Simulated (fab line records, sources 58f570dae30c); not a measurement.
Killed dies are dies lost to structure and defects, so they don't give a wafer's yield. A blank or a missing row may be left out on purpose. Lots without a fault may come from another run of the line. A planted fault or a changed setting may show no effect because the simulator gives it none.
fab line records | flow berkeley_cmos170
record lots=12 wafers=36 last_day=11
route steps=331 shown GATE@141
lots that met no fault: from a run of the same line without faults
start_h: hours from the record's first day to the start of the lot's first wafer shown | wait_h: hours since the lot's step before | " the same as in the row above | L1.1+2: a row that stands for several wafers | - no value, or no start given | * or withheld: withheld | < > ~ a bound
route shown NAME@n: a module of which the file shows steps, and the number in the route of the first | usual: mean/standard deviation of fault-free wafers | same: alike in all rows | chamber/n: place in a boat | sites: the reading at each site | _std_site: their standard deviation | _edge_site: outer sites' mean less inner sites' | radius_mm: how far each site lies from the wafer's centre | mask NAME#n: copy n | behind: the tool/chamber that last shaped the wafer | hold: why the lot was held/for how many hours/how that ended | device: the transistor (n, p or np) that didn't switch | end of line: the same wafers' tests at the end of the route | a step without rows: its recipe alone | killed: dies lost to structure and defects at the first sort, not the wafer's yield | map: a wafer's dies, x killed, . not, _ none there
set.NAME: the setting as run; set.NAME@STEP: as run at that earlier step | model.NAME: the simulator's own value behind a step, which no gauge read
steps of the route over a sample of lots; a table a step, a row a wafer
services: from which hour (start_h, from the record's first day; less than 0 if before it) a tool's chamber was out of use, for how many hours, and why
## steps
# step UCB170_GATE_ETCH_15
# recipe chemistry=HBr/Cl2 target=poly-Si stop_on=SiO2 over_etch_frac=0.3 icp_w=300 bias_w=150 time_s=56.3 pressure_mtorr=15 HBr_flow_sccm=150 Cl2_flow_sccm=50 target_depth_a=2782
# usual drypump_motor_current_A=5.70/0.28 oes_product_au=0.824/0.015 run_length_s=84.6/0.4 throttle_valve_pct=26.49/0.22
# columns lot.wafer tool chamber start_h wait_h drypump_motor_current_A oes_product_au rf_hours_counter_h run_length_s throttle_valve_pct
L475.2 rie_si-01 0 119.48 - 5.91 0.808 20 84.4 26.72
L475.3 " 3 " " 5.97 0.836 131 85.1 26.39
L475.4 " 1 " " 5.52 0.808 7 84.2 26.13
L476.2 rie_si-02 2 127.76 - 5.98 0.835 93 84.4 26.35
L476.4 " 0 " " 5.60 0.804 0 84.4 26.76
L476.5 " 2 " " 5.98 0.835 - 84.0 26.34
L480.1 rie_si-01 1 139.61 - 5.49 0.817 7 84.5 26.12
L480.4 " 1 " " 5.49 0.819 - 84.8 26.13
L480.6 " 2 " " 5.11 0.830 - 84.5 26.71
L478.1 rie_si-02 3 139.63 - 5.80 0.816 56 85.2 26.40
L478.2 " 1 " " 5.88 0.835 22 84.8 26.47
L478.5 " 0 " " 5.61 0.793 - 84.4 26.75
L479.1 rie_si-01 2 139.91 - 5.10 0.827 22 84.5 26.71
L479.4 " 2 " " 5.11 0.829 - 84.3 26.70
L479.5 " 1 " " 5.52 0.805 - 84.3 26.12
L477.2 rie_si-02 0 143.00 - 5.63 0.805 0 84.8 26.75
L477.4 " 3 " " 5.79 0.812 56 85.6 26.40
L477.6 " 0 " " 5.64 0.805 - 84.2 26.74
L483.1 rie_si-02 2 167.66 - 5.98 0.838 93 84.4 26.37
L483.2 " 3 " " 5.78 0.820 56 85.1 26.41
L483.4 " 1 " " 5.93 0.850 22 84.8 26.47
L488.4 rie_si-02 1 186.29 - 5.90 0.839 22 85.0 26.48
L488.5 " 3 " " 5.78 0.825 - 85.7 26.40
L488.6 " 0 " " 5.59 0.947 - 61.8 26.75
L491.4 rie_si-01 3 197.33 - 5.95 0.832 0 85.0 26.29
L491.5 " 2 " " 5.11 0.854 - 84.3 26.71
L491.6 " 1 " " 5.51 0.826 - 84.5 26.15
L492.2 rie_si-01 1 205.36 - 5.52 0.821 7 84.3 26.15
L492.4 " 0 " " 5.91 0.812 21 84.4 26.72
L492.5 " 1 " " 5.53 0.823 - 84.5 26.14
L495.4 rie_si-01 2 220.18 - 5.11 0.844 22 84.4 26.70
L495.5 " 0 " " 5.92 0.819 - 84.0 26.72
L495.6 " 1 " " 5.52 0.813 - 84.2 26.14
L497.3 rie_si-01 3 231.17 - 5.93 0.827 0 84.9 26.28
L497.4 " 1 " " 5.51 0.811 7 85.0 26.14
L497.6 " 3 " " 5.95 0.822 - 85.0 26.28
## services
# columns tool chamber start_h hours kind
rie_si-01 3 130.90 - clean
rie_si-01 3 130.90 22.7 scheduled_down
rie_si-01 3 130.90 22.7 vent_cycle
rie_si-02 - 155.65 4.3 pm
rie_si-02 - 193.14 0.3 repair
rie_si-02 1 207.75 7.3 repair
## key
first_sign step=UCB170_GATE_ETCH_15 reading=run_length_s direction=down sigmas=57 usual=* struck=*
effect step=UCB170_GATE_ETCH_15 reading=oes_product_au direction=up sigmas=8.3 usual=0.824 struck=0.947
met_at UCB170_GATE_ETCH_15
struck_lots L488
struck_wafers L488.6
later_rows_left_out L488.6
sort_left_out L488.6
tester_left_out L488
onset_between 143.00 186.29
fault kind=process_parameter_drift tool=rie_si-02 chamber=0 onset_h=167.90 steps=UCB170_GATE_ETCH_15 channel=time_s offset=* shape=step end_h=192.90 stated=*
# tester_left_out: of these lots the tester's yield and bins aren't shown, on N5 and GAA mostly nor the transistor test; their killed dies are dies lost to structure and defects alone, not to doping, threshold or leakage, so they don't give the yield
# sort_left_out: the simulated sort isn't trusted on such a fault, so these wafers' sort isn't shown, and their yield isn't known
# later_rows_left_out: the simulator's readings of these wafers behind a module that went badly wrong aren't trusted and aren't shown, but for the sort
